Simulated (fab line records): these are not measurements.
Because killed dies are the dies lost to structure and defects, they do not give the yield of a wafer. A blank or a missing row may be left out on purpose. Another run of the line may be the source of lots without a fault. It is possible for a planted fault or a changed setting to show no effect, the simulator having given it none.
What tool caused it? || flow rit cmos || 42 wafers from 14 lots sampled at 3 of the route's 202 steps

== WHAT THE GAUGES READ, wafer by wafer ==
RIT_NWELL_OVL_MEAS_06.
{"lot": "L207", "measured": "day 2 02:11", "on": "overlay-02", "NWELL_OVL (nm)": "1.3 0.4 0.9"}
{"lot": "L209", "measured": "day 2 13:08", "on": "overlay-01", "NWELL_OVL (nm)": "0.8 0.2 -0.3"}
{"lot": "L211", "measured": "day 2 22:42", "on": "overlay-02", "NWELL_OVL (nm)": "3.5 2.7 2.1"}
{"lot": "L217", "measured": "day 4 08:43", "on": "overlay-01", "NWELL_OVL (nm)": "0.1 1.3 0.8"}
{"lot": "L218", "measured": "day 4 09:27", "on": "overlay-01", "NWELL_OVL (nm)": "-0.1 2.6 0.2"}
{"lot": "L219", "measured": "day 4 15:48", "on": "overlay-02", "NWELL_OVL (nm)": "-0.9 0.6 -0.4"}
{"lot": "L220", "measured": "day 4 21:56", "on": "overlay-02", "NWELL_OVL (nm)": "3.6 -0.3 0.2"}
{"lot": "L222", "measured": "day 5 05:52", "on": "overlay-02", "NWELL_OVL (nm)": "3.6 3.0 2.4"}
{"lot": "L223", "measured": "day 5 12:12", "on": "overlay-02", "NWELL_OVL (nm)": "1.8 1.0 2.2"}
{"lot": "L224", "measured": "day 5 18:51", "on": "overlay-01", "NWELL_OVL (nm)": "2.0 2.7 0.9"}
{"lot": "L225", "measured": "day 5 20:49", "on": "overlay-01", "NWELL_OVL (nm)": "-0.3 0.7 1.4"}
{"lot": "L226", "measured": "day 6 00:59", "on": "overlay-01", "NWELL_OVL (nm)": "1.6 1.5 2.1"}
{"lot": "L227", "measured": "day 6 07:52", "on": "overlay-01", "NWELL_OVL (nm)": "-2.4 -0.5 -2.5"}
{"lot": "L228", "measured": "day 6 12:32", "on": "overlay-01", "NWELL_OVL (nm)": "-0.2 1.2 0.9"}

RIT_M1_OVL_MEAS_10.
{"lot": "L207", "measured": "day 3 13:47", "on": "overlay-02", "M1_OVL (nm)": "0.0 -0.3 -0.2"}
{"lot": "L209", "measured": "day 3 23:01", "on": "overlay-01", "M1_OVL (nm)": "-0.1 0.4 0.8"}
{"lot": "L211", "measured": "day 4 11:38", "on": "overlay-01", "M1_OVL (nm)": "0.0 -1.6 0.1"}
{"lot": "L217", "measured": "day 5 21:26", "on": "overlay-01", "M1_OVL (nm)": "0.6 0.6 0.8"}
{"lot": "L218", "measured": "day 6 00:06", "on": "overlay-02", "M1_OVL (nm)": "0.5 -1.1 -1.0"}
{"lot": "L219", "measured": "day 6 04:56", "on": "overlay-01", "M1_OVL (nm)": "2.3 3.7 2.6"}
{"lot": "L220", "measured": "day 6 11:48", "on": "overlay-01", "M1_OVL (nm)": "-0.1 0.6 -0.4"}
{"lot": "L222", "measured": "day 6 16:08", "on": "overlay-02", "M1_OVL (nm)": "-1.7 1.6 1.2"}
{"lot": "L223", "measured": "day 7 01:20", "on": "overlay-02", "M1_OVL (nm)": "-0.4 -1.8 -1.2"}
{"lot": "L224", "measured": "day 7 05:41", "on": "overlay-01", "M1_OVL (nm)": "-0.5 -0.1 0.1"}
{"lot": "L225", "measured": "day 7 07:29", "on": "overlay-02", "M1_OVL (nm)": "0.1 0.3 1.8"}
{"lot": "L226", "measured": "day 7 15:26", "on": "overlay-01", "M1_OVL (nm)": "0.1 0.5 0.6"}
{"lot": "L227", "measured": "day 7 21:39", "on": "overlay-01", "M1_OVL (nm)": "-0.8 -0.2 1.5"}
{"lot": "L228", "measured": "day 7 23:28", "on": "overlay-01", "M1_OVL (nm)": "1.8 1.1 1.2"}

== WHAT TOOL EACH LOT RAN ON (gives the tool, then ch and the chambers of the sampled wafers, and finally the start) ==
{"lot": "L207", "RIT_CONTACT_CLEAN_13": "wet bench-03 ch 1, day 3 11:49"}
{"lot": "L209", "RIT_CONTACT_CLEAN_13": "wet bench-03 ch 2, day 3 21:04"}
{"lot": "L211", "RIT_CONTACT_CLEAN_13": "wet bench-03 ch 1, day 4 09:47"}
{"lot": "L217", "RIT_CONTACT_CLEAN_13": "wet bench-04 ch 2, day 5 19:25"}
{"lot": "L218", "RIT_CONTACT_CLEAN_13": "wet bench-04 ch 2, day 5 22:05"}
{"lot": "L219", "RIT_CONTACT_CLEAN_13": "wet bench-03 ch 0, day 6 03:05"}
{"lot": "L220", "RIT_CONTACT_CLEAN_13": "wet bench-01 ch 0, day 6 09:58"}
{"lot": "L222", "RIT_CONTACT_CLEAN_13": "wet bench-03 ch 2, day 6 14:16"}
{"lot": "L223", "RIT_CONTACT_CLEAN_13": "wet bench-04 ch 0, day 6 23:30"}
{"lot": "L224", "RIT_CONTACT_CLEAN_13": "wet bench-03 ch 3, day 7 03:43"}
{"lot": "L225", "RIT_CONTACT_CLEAN_13": "wet bench-04 ch 3, day 7 05:38"}
{"lot": "L226", "RIT_CONTACT_CLEAN_13": "wet bench-04 ch 0, day 7 13:36"}
{"lot": "L227", "RIT_CONTACT_CLEAN_13": "wet bench-04 ch 0, day 7 19:38"}
{"lot": "L228", "RIT_CONTACT_CLEAN_13": "wet bench-01 ch 2, day 7 21:29"}
- RIT_CONTACT_CLEAN_13: cleans in SC1, time 600 s.

== AS READ BY THE TOOLS THEMSELVES (means over the sampled wafers that have a number; for cases with no such wafer, the mark the record gives instead) ==
RIT_CONTACT_CLEAN_13.
{"lot": "L207", "tool": "wet bench-03", "bath guard temp C (C)": 73.8, "bath heat duty pct (%)": 15.7}
{"lot": "L209", "tool": "wet bench-03", "bath guard temp C (C)": 73.7, "bath heat duty pct (%)": 14.4}
{"lot": "L211", "tool": "wet bench-03", "bath guard temp C (C)": 73.8, "bath heat duty pct (%)": 16.4}
{"lot": "L217", "tool": "wet bench-04", "bath guard temp C (C)": "-", "bath heat duty pct (%)": "-"}
{"lot": "L218", "tool": "wet bench-04", "bath guard temp C (C)": "-", "bath heat duty pct (%)": "-"}
{"lot": "L219", "tool": "wet bench-03", "bath guard temp C (C)": 74.8, "bath heat duty pct (%)": 19.0}
{"lot": "L220", "tool": "wet bench-01", "bath guard temp C (C)": 73.8, "bath heat duty pct (%)": 14.8}
{"lot": "L222", "tool": "wet bench-03", "bath guard temp C (C)": 73.9, "bath heat duty pct (%)": 13.7}
{"lot": "L223", "tool": "wet bench-04", "bath guard temp C (C)": 74.6, "bath heat duty pct (%)": 12.7}
{"lot": "L224", "tool": "wet bench-03", "bath guard temp C (C)": 73.4, "bath heat duty pct (%)": 14.2}
{"lot": "L225", "tool": "wet bench-04", "bath guard temp C (C)": 74.6, "bath heat duty pct (%)": 13.0}
{"lot": "L226", "tool": "wet bench-04", "bath guard temp C (C)": 74.6, "bath heat duty pct (%)": 12.3}
{"lot": "L227", "tool": "wet bench-04", "bath guard temp C (C)": 74.6, "bath heat duty pct (%)": 11.9}
{"lot": "L228", "tool": "wet bench-01", "bath guard temp C (C)": 75.0, "bath heat duty pct (%)": 14.4}

== THE ANSWER, worked out from the rows above alone ==
Rule: the usual values come from the lots themselves. Put in order of their means at a reading, lots are off if they are a third of the lots or fewer, leave a main group of 4 or more, and stand apart from it by a gap of 3 or more times the standard deviation of the main group's means; of several such gaps the widest counts. Not used: any main group whose means are identical at the precision the tables above print for the reading. A lot without any number at a reading at which 4 lots or more have one is off too. The other lots that the step has rows for count as sound. Order of review: gauges by route order, followed by the tools' own readings, for which a lot's mean as printed above is used. The first step at which some lot is off is used, and at that step the reading that is off furthest; a lot without a number counts as furthest.
Off at RIT_CONTACT_CLEAN_13 (bath guard temp C): L217, L218. Without a number there: L217, L218. The main group: mean 74.2 C, standard deviation 0.51.
A tool fits if, at that step or a process step before it, it ran every lot that is off, and no sound lot after the first of them. Of those tried, none fits.

== WHAT HAD BEEN PUT IN BY THE SIMULATOR ==
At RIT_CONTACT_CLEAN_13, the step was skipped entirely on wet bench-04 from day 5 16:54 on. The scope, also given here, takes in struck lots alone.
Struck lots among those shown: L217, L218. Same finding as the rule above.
